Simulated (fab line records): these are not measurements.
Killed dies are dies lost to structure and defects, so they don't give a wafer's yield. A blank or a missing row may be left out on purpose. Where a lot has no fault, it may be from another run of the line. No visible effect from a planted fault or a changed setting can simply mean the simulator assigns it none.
fab line records	flow berkeley-cmos170
record lots=15	wafers=45	last-day=11
route steps=331 shown NSD@196 SILICIDE@214 V1@257
lots that met no fault: from a run of the same line without faults
start-h: hours from the record's first day to the start of the lot's first wafer shown	wait-h: time in hours since the lot's previous step	" as in the row above	L1.1+2: one row covering several wafers at once	- no value, or no start was given	* or withheld: withheld	< > ~ a bound
route shown NAME@n: NAME is a module with steps in the file, n the number in the route of the first one	usual: mean and standard deviation over wafers with no fault	same: alike in all rows	chamber/n: place in a boat	sites: each site's reading	_std_site: the values' standard deviation	_edge_site: mean of outer sites minus mean of inner sites	radius-mm: for every site, how far away it sits from the centre of the wafer	mask NAME#n: copy n	behind: the most recent tool/chamber to have shaped the wafer	hold: why the lot was held/for how many hours/how that ended	device: the n, p or np transistor that did not switch	end of line: tests run on the same wafers once the route is complete	step lacking rows: just its recipe	killed: dies lost to structure and defects at the first sort, not the wafer's yield	map: dies across one wafer; x = killed, . = not, _ = none there
set.NAME: the setting that was run; set.NAME@STEP: the one run at that earlier step	model.NAME: the simulator's own value behind a step, which no gauge read
a sample of lots followed through the steps of the route, with each step as a table and each wafer as a row
services: when a tool's chamber went out of use (start-h, in hours from the record's first day, below 0 if earlier), for how many hours, and the reason
## steps
# step UCB170_NSD_STRIP_09
# recipe chemistry=O2	power-w=400	pressure-mtorr=3500	platen-temp-c=withheld	o2-flow-sccm=400	overash-fraction=0.5
# usual drypump-motor-current-A=5.9/0.44	oes-product-au=0.533/0.0049	strip-time-to-endpoint-s=35.78/0.069
lot.wafer	tool	chamber	start-h	wait-h	drypump-motor-current-A	oes-product-au	rf-hours-counter-h	strip-time-to-endpoint-s
L542.1	plasma-asher-03	1	132.57	0.1	6.4	0.524	43	35.71
L542.2	"	0	"	"	5.6	0.536	43	35.66
L542.5	"	0	"	"	5.7	0.529	-	35.56
L541.1	plasma-asher-03	0	132.85	0.1	5.6	0.542	43	35.75
L541.4	"	0	"	"	5.6	0.529	-	35.88
L541.5	"	1	"	"	6.4	0.539	-	35.81
L544.2	plasma-asher-03	1	149.13	0.1	6.3	0.526	45	35.79
L544.3	"	0	"	"	5.7	0.539	-	35.81
L544.5	"	1	"	"	6.4	0.529	-	35.75
L543.4	plasma-asher-04	1	149.65	0.1	5.0	0.532	-	35.73
L543.5	"	1	"	"	5.0	0.525	-	35.80
L543.6	"	0	"	"	5.4	0.535	-	35.81
L546.1	plasma-asher-03	1	163.35	0.1	6.4	0.533	47	35.82
L546.3	"	1	"	"	6.3	0.534	-	35.76
L546.4	"	0	"	"	5.6	0.531	-	35.78
L547.1	plasma-asher-03	0	174.65	0.1	5.7	0.528	48	35.77
L547.4	"	1	"	"	6.4	0.531	-	35.77
L547.6	"	1	"	"	6.4	0.540	-	35.75
L548.1	plasma-asher-01	0	174.95	0.1	5.5	0.536	42	35.84
L548.3	"	0	"	"	5.5	0.526	-	35.74
L548.5	"	1	"	"	6.3	0.529	-	35.69
L549.2	plasma-asher-01	1	183.97	0.1	6.3	0.536	44	35.76
L549.3	"	0	"	"	5.5	0.532	-	35.78
L549.5	"	1	"	"	6.3	0.529	-	35.73
L553.2	plasma-asher-03	1	203.98	0.1	6.4	0.537	52	35.75
L553.3	"	1	"	"	6.4	0.531	-	35.88
L553.6	"	0	"	"	5.6	0.538	-	35.91
L556.3	plasma-asher-01	1	218.18	0.1	6.3	0.527	-	35.90
L556.4	"	0	"	"	5.5	0.531	-	35.89
L556.6	"	1	"	"	6.3	0.537	-	35.85
L555.1	plasma-asher-03	0	218.27	0.1	5.6	0.534	53	35.83
L555.4	"	0	"	"	5.6	0.526	-	35.83
L555.5	"	0	"	"	5.6	0.529	-	35.85
L557.1	plasma-asher-01	0	220.38	0.1	5.5	0.532	48	35.85
L557.2	"	1	"	"	6.3	0.533	48	35.85
L557.5	"	1	"	"	6.3	0.523	-	35.85
L563.1	plasma-asher-01	0	246.72	0.1	5.5	0.533	52	35.70
L563.2	"	1	"	"	6.3	0.536	52	35.68
L563.4	"	0	"	"	5.5	0.534	-	35.74
L564.1	plasma-asher-04	1	247.32	0.1	5.0	0.530	46	35.86
L564.3	"	1	"	"	5.0	0.530	-	35.80
L564.6	"	1	"	"	5.0	0.535	-	35.88
L562.1	plasma-asher-03	1	247.44	0.1	6.4	0.531	57	35.81
L562.3	"	1	"	"	6.4	0.525	-	35.73
L562.6	"	0	"	"	5.6	0.531	-	35.77
# step UCB170_SILICIDE_RTA_04
# recipe temp-c=650	time-s=15	ambient=N2
# usual lamp-power-pct=10.2/0.86	wafer_temp_C_max=652.7/0.53
lot.wafer	tool	chamber	start-h	wait-h	lamp-power-pct	wafer_temp_C_max
L542.1	rtp-anneal-01	0	135.21	0.1	9.3	652.7
L542.2	"	0	"	"	9.3	653.4
L542.5	"	0	"	"	9.3	652.3
L541.1	rtp-anneal-02	0	135.22	0.1	11.1	652.9
L541.4	"	0	"	"	11.1	652.3
L541.5	"	0	"	"	11.1	651.3
L544.2	rtp-anneal-01	0	151.48	0.1	9.4	652.9
L544.3	"	0	"	"	9.3	653.3
L544.5	"	0	"	"	9.3	653.1
L543.4	rtp-anneal-02	0	151.68	0.1	11.1	652.9
L543.5	"	0	"	"	11.1	652.8
L543.6	"	0	"	"	11.1	652.2
L546.1	rtp-anneal-01	0	165.49	0.1	9.3	651.6
L546.3	"	0	"	"	9.3	653.6
L546.4	"	0	"	"	9.3	652.6
L547.1	rtp-anneal-01	0	176.79	0.1	9.3	652.7
L547.4	"	0	"	"	9.3	652.2
L547.6	"	0	"	"	9.3	652.3
L548.1	rtp-anneal-02	0	177.19	0.1	11.1	652.0
L548.3	"	0	"	"	11.1	651.8
L548.5	"	0	"	"	11.1	652.3
L549.2	rtp-anneal-02	0	189.42	0.1	11.1	652.9
L549.3	"	0	"	"	11.1	653.0
L549.5	"	0	"	"	11.1	652.8
L553.2	rtp-anneal-01	0	206.34	0.1	9.3	652.2
L553.3	"	0	"	"	9.3	652.6
L553.6	"	0	"	"	9.3	651.6
L556.3	rtp-anneal-01	0	220.15	0.1	9.3	653.8
L556.4	"	0	"	"	9.4	652.6
L556.6	"	0	"	"	9.3	653.1
L555.1	rtp-anneal-02	0	220.34	0.1	11.1	652.5
L555.4	"	0	"	"	11.0	653.6
L555.5	"	0	"	"	11.0	652.3
L557.1	rtp-anneal-02	0	222.41	0.1	11.1	651.8
L557.2	"	0	"	"	11.1	652.5
L557.5	"	0	"	"	11.0	652.7
L563.1	rtp-anneal-01	0	248.89	0.1	9.3	652.5
L563.2	"	0	"	"	9.4	653.5
L563.4	"	0	"	"	9.4	653.9
L564.1	rtp-anneal-02	0	249.82	0.1	11.1	653.2
L564.3	"	0	"	"	11.1	653.3
L564.6	"	0	"	"	11.1	653.1
L562.1	rtp-anneal-01	0	249.89	0.1	9.3	652.7
L562.3	"	0	"	"	9.4	652.6
L562.6	"	0	"	"	9.3	652.1
# step UCB170_V1_BOW_MEAS_03
# recipe mode=bow
# usual V1_BOW=17/6.4
lot.wafer	tool	chamber	start-h	wait-h	V1_BOW[um]
L541.1	film-metro-03	-	148.32	0.2	19
L541.4	"	-	"	"	10
L541.5	"	-	"	"	22
L542.1	film-metro-01	-	148.32	0.2	12
L542.2	"	-	"	"	11
L542.5	"	-	"	"	16
L544.2	film-metro-01	-	169.44	0.3	20
L544.3	"	-	"	"	20
L544.5	"	-	"	"	14
L543.4	film-metro-03	-	169.48	0.2	12
L543.5	"	-	"	"	12
L543.6	"	-	"	"	18
L546.1	film-metro-01	-	179.08	0.1	11
L546.3	"	-	"	"	20
L546.4	"	-	"	"	9
L547.1	film-metro-02	-	188.46	0.2	9
L547.4	"	-	"	"	17
L547.6	"	-	"	"	6
L548.1	film-metro-03	-	188.46	0.1	7
L548.3	"	-	"	"	10
L548.5	"	-	"	"	8
L549.2	film-metro-01	-	201.97	0.3	22
L549.3	"	-	"	"	23
L549.5	"	-	"	"	21
L553.2	film-metro-02	-	217.82	0.2	23
L553.3	"	-	"	"	11
L553.6	"	-	"	"	24
L556.3	film-metro-03	-	233.45	0.3	9
L556.4	"	-	"	"	4
L556.6	"	-	"	"	21
L555.1	film-metro-02	-	233.71	0.1	7
L555.4	"	-	"	"	19
L555.5	"	-	"	"	19
L557.1	film-metro-01	-	237.74	0.2	19
L557.2	"	-	"	"	14
L557.5	"	-	"	"	19
L563.1	film-metro-03	-	259.41	0.1	21
L563.2	"	-	"	"	8
L563.4	"	-	"	"	11
L562.1	film-metro-01	-	260.75	0.2	11
L562.3	"	-	"	"	18
L562.6	"	-	"	"	16
L564.1	film-metro-02	-	264.34	0.1	14
L564.3	"	-	"	"	27
L564.6	"	-	"	"	23
# step UCB170_V1_PEB_10
# recipe peb-temp-c=130	peb-time-s=withheld	resist=KrF
# usual chill-plate-temp-C=23.02/0.11	exhaust-pa=45.0/0.87	heater-power-total-W=56.80/0.047	plate-temp-C=129.98/0.15	resist-line-temp-C=23.00/0.11
lot.wafer	tool	chamber	start-h	wait-h	chill-plate-temp-C	exhaust-pa	heater-power-total-W	plate-temp-C	resist-line-temp-C
L542.1	litho-track-01	0	149.76	0.2	23.19	45.6	56.81	129.83	23.02
L542.2	"	0	"	"	22.92	47.0	56.73	129.85	22.99
L542.5	"	0	"	"	23.01	46.0	56.76	129.82	22.92
L541.1	litho-track-01	0	150.03	0.2	23.17	45.8	56.89	130.14	23.08
L541.4	"	0	"	"	22.96	45.5	56.78	129.96	22.94
L541.5	"	0	"	"	23.18	44.3	56.78	129.89	22.90
L544.2	litho-track-01	0	170.89	0.5	23.00	44.6	56.73	129.91	23.09
L544.3	"	0	"	"	23.02	44.0	56.77	129.93	23.15
L544.5	"	0	"	"	22.97	45.0	56.79	130.08	22.95
L543.4	litho-track-02	0	171.04	0.5	23.26	45.2	56.85	130.05	22.89
L543.5	"	0	"	"	23.06	44.8	56.76	129.80	22.89
L543.6	"	0	"	"	22.98	45.2	56.78	129.73	22.90
L546.1	litho-track-03	0	180.14	0.1	22.95	45.3	56.83	129.89	22.99
L546.3	"	0	"	"	23.21	44.8	56.76	129.84	23.04
L546.4	"	0	"	"	23.04	44.6	56.83	129.71	23.00
L547.1	litho-track-02	-	189.61	0.2	-	-	-	-	-
L547.4	"	-	"	"	-	-	-	-	-
L547.6	"	-	"	"	-	-	-	-	-
L548.1	litho-track-01	-	189.77	0.1	-	-	-	-	-
L548.3	"	-	"	"	-	-	-	-	-
L548.5	"	-	"	"	-	-	-	-	-
L549.2	litho-track-01	-	203.58	0.3	-	-	-	-	-
L549.3	"	-	"	"	-	-	-	-	-
L549.5	"	-	"	"	-	-	-	-	-
L553.2	litho-track-03	0	220.16	0.4	23.14	45.4	56.80	130.08	22.95
L553.3	"	0	"	"	23.09	43.6	56.81	129.97	22.85
L553.6	"	0	"	"	23.05	44.7	56.85	130.19	23.08
L556.3	litho-track-02	0	235.07	0.1	23.10	45.4	56.80	129.77	22.74
L556.4	"	0	"	"	22.89	46.0	56.82	130.01	22.82
L556.6	"	0	"	"	23.00	46.0	56.77	130.18	22.97
L555.1	litho-track-01	0	235.27	0.1	22.99	46.0	56.76	129.98	23.05
L555.4	"	0	"	"	23.18	45.6	56.78	130.10	23.31
L555.5	"	0	"	"	23.06	45.0	56.82	130.06	22.89
L557.1	litho-track-02	0	239.53	0.3	22.95	44.5	56.82	129.77	23.04
L557.2	"	0	"	"	22.93	43.7	56.81	129.87	23.09
L557.5	"	0	"	"	23.17	43.8	56.80	129.90	22.94
L563.1	litho-track-02	0	261.31	0.1	22.72	44.8	56.74	129.94	22.88
L563.2	"	0	"	"	22.73	44.6	56.80	129.90	23.03
L563.4	"	0	"	"	22.80	45.5	56.80	129.75	23.09
L562.1	litho-track-01	0	264.42	0.1	23.01	43.5	56.63	129.97	23.05
L562.3	"	0	"	"	23.14	45.0	56.71	129.86	23.01
L562.6	"	0	"	"	23.03	43.5	56.74	129.80	22.94
L564.1	litho-track-02	0	265.74	0.1	22.93	46.6	56.84	130.18	22.99
L564.3	"	0	"	"	23.05	45.9	56.76	130.15	22.92
L564.6	"	0	"	"	22.92	46.5	56.81	130.03	23.17
## services
tool	chamber	start-h	hours	kind
plasma-asher-01	-	118.69	29.4	pm
plasma-asher-01	-	148.06	14.6	pm
plasma-asher-04	-	150.25	2.8	pm
rtp-anneal-01	-	162.81	1.1	pm
plasma-asher-04	-	164.85	29.1	pm
rtp-anneal-02	-	169.73	7.2	pm
plasma-asher-01	-	193.15	0.9	repair
rtp-anneal-01	-	209.44	3.4	pm
## key
first-sign step=UCB170_V1_PEB_10	reading=tool-record	direction=missing
effect none on later readings
met-at UCB170_V1_PEB_10
struck-lots L547,L548,L549
later-rows-left-out L547.1,L547.4,L547.6,L548.1,L548.3,L548.5,L549.2,L549.3,L549.5
sort-left-out L547.1,L547.4,L547.6,L548.1,L548.3,L548.5,L549.2,L549.3,L549.5
not-acting-at UCB170_NSD_STRIP_09,UCB170_SILICIDE_RTA_04,UCB170_V1_BOW_MEAS_03
onset-between 171.04 189.61
fault kind=skipped-step-whole	tool=litho-track-01,litho-track-02	chamber=-	onset-h=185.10	steps=UCB170_V1_PEB_10	scope=struck-lots-only
# sort-left-out: the simulated sort isn't trusted on such a fault, so these wafers' sort isn't shown, and their yield isn't known
# later-rows-left-out: the simulator's readings of these wafers behind a module that went badly wrong aren't trusted and aren't shown, but for the sort
